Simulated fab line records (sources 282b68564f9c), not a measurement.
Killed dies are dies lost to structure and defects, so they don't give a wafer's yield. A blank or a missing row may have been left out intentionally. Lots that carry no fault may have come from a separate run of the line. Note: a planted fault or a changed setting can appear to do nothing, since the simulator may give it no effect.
Tool commonality check || flow rit-cmos || 14 lots and 42 wafers in the sample

THE REASON FOR OPENING IT
2 of 14 lots carry a flag on the reading FOX2_OXIDE_THK at RIT_FOX2_THK_MEAS_01. Wafers without a fault read 346 nm, standard deviation 6.1.
Rule: a lot is flagged when every wafer of it that has a number lies more than 4 standard deviations from that mean, or none has a number. The other lots count as sound.

{"lot": "L659", "measured": "day 1 21:26", "on": "film-metro-01", "FOX2_OXIDE_THK (nm), wafer by wafer": "340 342 346", "flag": ""}
{"lot": "L660", "measured": "day 2 05:09", "on": "film-metro-03", "FOX2_OXIDE_THK (nm), wafer by wafer": "351 348 350", "flag": ""}
{"lot": "L661", "measured": "day 2 09:01", "on": "film-metro-01", "FOX2_OXIDE_THK (nm), wafer by wafer": "343 337 339", "flag": ""}
{"lot": "L662", "measured": "day 2 10:36", "on": "film-metro-04", "FOX2_OXIDE_THK (nm), wafer by wafer": "342 342 340", "flag": ""}
{"lot": "L663", "measured": "day 2 18:11", "on": "film-metro-03", "FOX2_OXIDE_THK (nm), wafer by wafer": "342 334 345", "flag": ""}
{"lot": "L664", "measured": "day 2 22:46", "on": "film-metro-03", "FOX2_OXIDE_THK (nm), wafer by wafer": "504 507 508", "flag": "FLAGGED"}
{"lot": "L666", "measured": "day 3 06:39", "on": "film-metro-03", "FOX2_OXIDE_THK (nm), wafer by wafer": "503 505 503", "flag": "FLAGGED"}
{"lot": "L668", "measured": "day 3 18:10", "on": "film-metro-01", "FOX2_OXIDE_THK (nm), wafer by wafer": "340 341 336", "flag": ""}
{"lot": "L669", "measured": "day 4 00:05", "on": "film-metro-03", "FOX2_OXIDE_THK (nm), wafer by wafer": "357 353 354", "flag": ""}
{"lot": "L675", "measured": "day 5 05:27", "on": "film-metro-03", "FOX2_OXIDE_THK (nm), wafer by wafer": "348 344 346", "flag": ""}
{"lot": "L677", "measured": "day 5 14:28", "on": "film-metro-03", "FOX2_OXIDE_THK (nm), wafer by wafer": "341 347 343", "flag": ""}
{"lot": "L678", "measured": "day 5 19:50", "on": "film-metro-03", "FOX2_OXIDE_THK (nm), wafer by wafer": "344 340 344", "flag": ""}
{"lot": "L681", "measured": "day 6 10:43", "on": "film-metro-04", "FOX2_OXIDE_THK (nm), wafer by wafer": "345 347 345", "flag": ""}
{"lot": "L682", "measured": "day 6 15:12", "on": "film-metro-01", "FOX2_OXIDE_THK (nm), wafer by wafer": "353 348 352", "flag": ""}
The numbers of the flagged lots are 505 nm on average: +159 nm against the usual, or +26 standard deviations.

TOOL THAT RAN EACH LOT
The record holds 1 process step before the reading, out of a route of 202 steps. Each cell gives the tool, then ch followed by the chambers the sampled wafers passed through, then the start.
{"lot": "L659", "flag": "", "RIT_FOX2_OXIDATION_00": "furnace-04 ch 0, day 1 20:05"}
{"lot": "L660", "flag": "", "RIT_FOX2_OXIDATION_00": "furnace-04 ch 0, day 2 03:49"}
{"lot": "L661", "flag": "", "RIT_FOX2_OXIDATION_00": "furnace-03 ch 0, day 2 07:41"}
{"lot": "L662", "flag": "", "RIT_FOX2_OXIDATION_00": "furnace-03 ch 0, day 2 09:16"}
{"lot": "L663", "flag": "", "RIT_FOX2_OXIDATION_00": "furnace-03 ch 0, day 2 16:52"}
{"lot": "L664", "flag": "FLAGGED", "RIT_FOX2_OXIDATION_00": "furnace-03 ch 0, day 2 21:26"}
{"lot": "L666", "flag": "FLAGGED", "RIT_FOX2_OXIDATION_00": "furnace-03 ch 0, day 3 05:20"}
{"lot": "L668", "flag": "", "RIT_FOX2_OXIDATION_00": "furnace-04 ch 0, day 3 16:50"}
{"lot": "L669", "flag": "", "RIT_FOX2_OXIDATION_00": "furnace-01 ch 0, day 3 22:46"}
{"lot": "L675", "flag": "", "RIT_FOX2_OXIDATION_00": "furnace-01 ch 0, day 5 04:08"}
{"lot": "L677", "flag": "", "RIT_FOX2_OXIDATION_00": "furnace-04 ch 0, day 5 13:08"}
{"lot": "L678", "flag": "", "RIT_FOX2_OXIDATION_00": "furnace-01 ch 0, day 5 18:30"}
{"lot": "L681", "flag": "", "RIT_FOX2_OXIDATION_00": "furnace-04 ch 0, day 6 09:24"}
{"lot": "L682", "flag": "", "RIT_FOX2_OXIDATION_00": "furnace-01 ch 0, day 6 13:53"}
These steps, and what they do:
- RIT_FOX2_OXIDATION_00: target thk 350.7 nm, ox time 1130 s.
- RIT_FOX2_THK_MEAS_01

FLAGGED OVER TOTAL, TOOL BY TOOL (the gauges that took the reading come last)
{"step": "RIT_FOX2_OXIDATION_00", "tool": "furnace-01", "lots run": 4, "flagged": 0, "share of the flagged lots": "none", "sound lots run after its first flagged lot": "-"}
{"step": "RIT_FOX2_OXIDATION_00", "tool": "furnace-03", "lots run": 5, "flagged": 2, "share of the flagged lots": "all", "sound lots run after its first flagged lot": 0}
{"step": "RIT_FOX2_OXIDATION_00", "tool": "furnace-04", "lots run": 5, "flagged": 0, "share of the flagged lots": "none", "sound lots run after its first flagged lot": "-"}
{"step": "RIT_FOX2_THK_MEAS_01", "tool": "film-metro-01", "lots run": 4, "flagged": 0, "share of the flagged lots": "none", "sound lots run after its first flagged lot": "-"}
{"step": "RIT_FOX2_THK_MEAS_01", "tool": "film-metro-03", "lots run": 8, "flagged": 2, "share of the flagged lots": "all", "sound lots run after its first flagged lot": "4 (L669,L675,L677,L678)"}
{"step": "RIT_FOX2_THK_MEAS_01", "tool": "film-metro-04", "lots run": 2, "flagged": 0, "share of the flagged lots": "none", "sound lots run after its first flagged lot": "-"}

WHAT THE TABLE PERMITS
2 rows of the table ran every flagged lot: furnace-03 at RIT_FOX2_OXIDATION_00, film-metro-03 at RIT_FOX2_THK_MEAS_01.
- furnace-03 at RIT_FOX2_OXIDATION_00: 2 of its 5 lots flagged. Last sound lot L663 at day 2 16:52, first flagged lot L664 at day 2 21:26; a fault beginning in between fits.
- film-metro-03 at RIT_FOX2_THK_MEAS_01: 2 of its 8 lots flagged. After the first flagged lot (L669, L675, L677, L678), sound lots still ran on it; a lasting fault on the whole tool would not permit that.
Just one tool remains: furnace-03 at RIT_FOX2_OXIDATION_00.

WHAT THE SIMULATOR PUT IN
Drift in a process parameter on furnace-03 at RIT_FOX2_OXIDATION_00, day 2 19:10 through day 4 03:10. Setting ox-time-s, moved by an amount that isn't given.
Lots struck among those shown: L664, L666. The rule given above showed the same thing.
